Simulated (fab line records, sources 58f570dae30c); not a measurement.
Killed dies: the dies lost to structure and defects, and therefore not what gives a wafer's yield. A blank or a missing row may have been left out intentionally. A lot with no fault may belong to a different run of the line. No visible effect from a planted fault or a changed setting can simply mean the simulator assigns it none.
fab line records ; flow berkeley_cmos170
record: lots: 13; wafers: 39; last_day: 13
route steps=331 shown GATE@141 PLDD@145
lots untouched by any fault: they come from a run of this same line in which no faults occurred
start_h: start of the lot's first displayed wafer, in hours after the record's first day ; wait_h: hours from the lot's prior step to this one ; " identical to the entry in the row above ; L1.1+2: several wafers, shown together as one row ; - no value, or no start given ; * or withheld: withheld ; < > ~ a bound
route shown NAME@n: names a module that has steps shown in the file, with the first one's number in the route ; usual: average and standard deviation across the fault-free wafers ; same: alike in all rows ; chamber/n: place in a boat ; sites: readings site by site ; _std_site: their standard deviation ; _edge_site: the outer-site mean with the inner-site mean subtracted ; radius_mm: for every site, how far away it sits from the centre of the wafer ; mask NAME#n: copy n ; behind: the last tool/chamber to shape the wafer ; hold: what put the lot on hold/how long, in hours/how the hold closed ; device: which transistor (n, p or np) failed to switch ; end of line: the tests these same wafers got at the end of their route ; a step given without rows: its recipe and nothing more ; killed: count of dies lost to structure and defects at first sort (not the wafer's yield) ; map: dies across one wafer; x = killed, . = not, _ = none there
set.NAME: the run value of the setting; set.NAME@STEP: its run value at that earlier step ; model.NAME: the simulator's own value behind a step, which no gauge read
steps of the route over a sample of lots; a table a step, a row a wafer
services: the hour from which a tool's chamber was out of use, counted from the record's first day as start_h (under 0 if before that day), plus the number of hours and why
== steps ==
step: UCB170_GATE_ETCH_15
recipe: chemistry: HBr/Cl2; target: poly-Si; stop_on: SiO2; over_etch_frac: 0.3; icp_w: 300; bias_w: 150; time_s: 56.3; pressure_mtorr: 15; HBr_flow_sccm: 150; Cl2_flow_sccm: 50; target_depth_a: 2782
usual: drypump_motor_current_A: 5.7/0.53; oes_product_au: 0.843/0.014; throttle_valve_pct: 26.61/0.28
lot.wafer;tool;chamber;start_h;wait_h;drypump_motor_current_A;oes_product_au;rf_hours_counter_h;throttle_valve_pct
L359.1;rie_si-01;1;146.63;-;5.1;0.852;67;26.48
L359.2;rie_si-01;0;146.63;-;6.5;0.840;123;26.96
L359.5;rie_si-01;2;146.63;-;5.9;0.843;-;26.28
L360.3;rie_si-02;1;146.71;-;5.7;0.848;0;26.35
L360.5;rie_si-02;3;146.71;-;6.2;0.860;-;26.83
L360.6;rie_si-02;0;146.71;-;6.0;0.832;-;26.45
L361.2;rie_si-01;3;154.99;-;5.1;0.820;1;26.54
L361.3;rie_si-01;1;154.99;-;5.2;0.845;67;26.48
L361.6;rie_si-01;1;154.99;-;5.2;0.854;-;26.47
L363.1;rie_si-02;2;166.64;-;5.0;0.837;2;27.17
L363.3;rie_si-02;1;166.64;-;5.7;0.857;0;26.37
L363.6;rie_si-02;1;166.64;-;5.7;0.847;-;26.34
L362.1;rie_si-02;1;166.95;-;5.7;0.857;0;26.35
L362.2;rie_si-02;0;166.95;-;6.0;0.852;2;26.44
L362.4;rie_si-02;3;166.95;-;6.2;0.865;2;26.82
L365.1;rie_si-01;1;173.70;-;5.2;0.853;67;26.48
L365.3;rie_si-01;3;173.70;-;5.1;0.818;1;26.54
L365.5;rie_si-01;1;173.70;-;5.2;0.852;-;26.47
L366.2;rie_si-02;2;173.71;-;5.0;0.823;2;27.16
L366.3;rie_si-02;0;173.71;-;6.0;0.842;2;26.45
L366.5;rie_si-02;3;173.71;-;6.2;0.854;-;26.83
L370.3;rie_si-01;0;190.60;-;6.5;0.828;0;26.81
L370.5;rie_si-01;0;190.60;-;6.5;0.822;-;26.82
L370.6;rie_si-01;1;190.60;-;5.2;0.854;-;26.49
L369.2;rie_si-02;0;190.94;-;6.0;0.835;2;26.46
L369.5;rie_si-02;1;190.94;-;5.7;0.849;-;26.35
L369.6;rie_si-02;2;190.94;-;5.0;0.818;-;27.16
L377.3;rie_si-01;3;224.17;-;5.1;0.806;1;26.51
L377.5;rie_si-01;1;224.17;-;5.1;0.846;-;26.46
L377.6;rie_si-01;0;224.17;-;6.5;0.834;-;26.82
L379.1;rie_si-01;2;249.03;-;5.9;0.837;1;26.27
L379.2;rie_si-01;3;249.03;-;5.1;0.829;1;26.52
L379.6;rie_si-01;0;249.03;-;6.5;0.836;-;26.82
L381.1;rie_si-01;2;250.68;-;5.9;0.844;1;26.27
L381.4;rie_si-01;1;250.68;-;5.2;0.862;67;26.47
L381.5;rie_si-01;0;250.68;-;6.5;0.837;-;26.82
L382.1;rie_si-01;1;260.83;-;5.2;0.860;67;26.47
L382.3;rie_si-01;0;260.83;-;6.5;0.832;0;26.81
L382.4;rie_si-01;2;260.83;-;5.9;0.834;1;26.28
step: UCB170_PLDD_HMDS_00
recipe: prime_time_s: 60; prime_temp_c: 100
lot.wafer;tool;chamber;start_h;wait_h
L360.3+5+6;litho_track-01;0;147.74;0.2
L359.1+2+5;litho_track-04;0;147.75;0.2
L361.2+3+6;litho_track-04;0;155.46;0.0
L362.1+2+4;litho_track-04;0;168.96;0.1
L363.1+3+6;litho_track-01;0;169.25;0.4
L365.1+3+5;litho_track-02;0;175.04;0.9
L366.2+3+5;litho_track-04;0;175.13;0.8
L370.3+5+6;litho_track-02;0;191.11;0.1
L369.2+5;litho_track-01;0;191.45;0.0
L377.3+5+6;litho_track-01;0;224.75;0.1
L379.1+2+6;litho_track-04;0;249.52;0.0
L381.1+4+5;litho_track-04;0;251.12;0.0
L382.1+3+4;litho_track-02;0;261.58;0.3
step: UCB170_PLDD_COAT_01
recipe: resist: KrF; spin_rpm: 1500; resist_thk_nm: 900
usual: spin_speed_rpm: 1500.1/1
lot.wafer;tool;chamber;start_h;wait_h;spin_speed_rpm
L360.3;litho_track-01;0;147.89;0.1;1500.2
L360.5;litho_track-01;0;147.89;0.1;1498.4
L360.6;litho_track-01;0;147.89;0.1;1500.6
L359.1;litho_track-04;0;147.90;0.1;1499.8
L359.2;litho_track-04;0;147.90;0.1;1499.3
L359.5;litho_track-04;0;147.90;0.1;1498.7
L361.2;litho_track-04;0;155.61;0.1;1500.4
L361.3;litho_track-04;0;155.61;0.1;1499.4
L361.6;litho_track-04;0;155.61;0.1;1500.8
L362.1;litho_track-04;0;169.11;0.1;1500.5
L362.2;litho_track-04;0;169.11;0.1;1502.0
L362.4;litho_track-04;0;169.11;0.1;1500.4
L363.1;litho_track-01;0;169.40;0.1;1500.3
L363.3;litho_track-01;0;169.40;0.1;1499.9
L363.6;litho_track-01;0;169.40;0.1;1500.9
L365.1;litho_track-02;0;175.19;0.1;1500.5
L365.3;litho_track-02;0;175.19;0.1;1501.1
L365.5;litho_track-02;0;175.19;0.1;1501.4
L366.2;litho_track-04;0;175.28;0.1;1500.1
L366.3;litho_track-04;0;175.28;0.1;1500.5
L366.5;litho_track-04;0;175.28;0.1;1501.1
L370.3;litho_track-02;0;191.26;0.1;1498.9
L370.5;litho_track-02;0;191.26;0.1;1499.5
L370.6;litho_track-02;0;191.26;0.1;1499.2
L369.2;litho_track-01;0;191.60;0.1;1500.2
L369.5;litho_track-01;0;191.60;0.1;1498.8
L377.3;litho_track-01;0;224.90;0.1;1499.8
L377.5;litho_track-01;0;224.90;0.1;1499.4
L377.6;litho_track-01;0;224.90;0.1;1500.1
L379.1;litho_track-04;0;249.67;0.1;1497.9
L379.2;litho_track-04;0;249.67;0.1;1500.1
L379.6;litho_track-04;0;249.67;0.1;1498.5
L381.1;litho_track-04;0;251.27;0.1;1499.2
L381.4;litho_track-04;0;251.27;0.1;1499.5
L381.5;litho_track-04;0;251.27;0.1;1500.9
L382.1;litho_track-02;0;261.73;0.1;1499.8
L382.3;litho_track-02;0;261.73;0.1;1498.0
L382.4;litho_track-02;0;261.73;0.1;1500.6
== services ==
tool;chamber;start_h;hours;kind
rie_si-02;0;139.66;3.1;repair
rie_si-02;1;146.88;8.8;repair
rie_si-01;0;159.80;-;clean
rie_si-01;0;159.80;17.6;scheduled_down
rie_si-01;0;159.80;17.6;vent_cycle
rie_si-02;3;190.17;3.6;repair
rie_si-01;-;223.17;0.1;repair
== key ==
first_sign: step: UCB170_PLDD_HMDS_00; reading: visit; direction: missing
effect: step: UCB170_PLDD_COAT_01; reading: visit; direction: missing
met_at UCB170_GATE_ETCH_15
struck_lots L369
struck_wafers L369.6
later_rows_left_out L369.6
sort_left_out L369.6
tester_left_out L369
onset_between 173.71 190.94
fault: kind: process_parameter_drift; tool: rie_si-02; chamber: 2; onset_h: 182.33; steps: UCB170_GATE_ETCH_15; channel: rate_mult; offset: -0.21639; shape: step; end_h: 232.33
tester_left_out: of these lots the tester's yield and bins aren't shown, on N5 and GAA mostly nor the transistor test; their killed dies are dies lost to structure and defects alone, not to doping, threshold or leakage, so they don't give the yield
sort_left_out: the simulated sort isn't trusted on such a fault, so these wafers' sort isn't shown, and their yield isn't known
later_rows_left_out: the simulator's readings of these wafers behind a module that went badly wrong aren't trusted and aren't shown, but for the sort
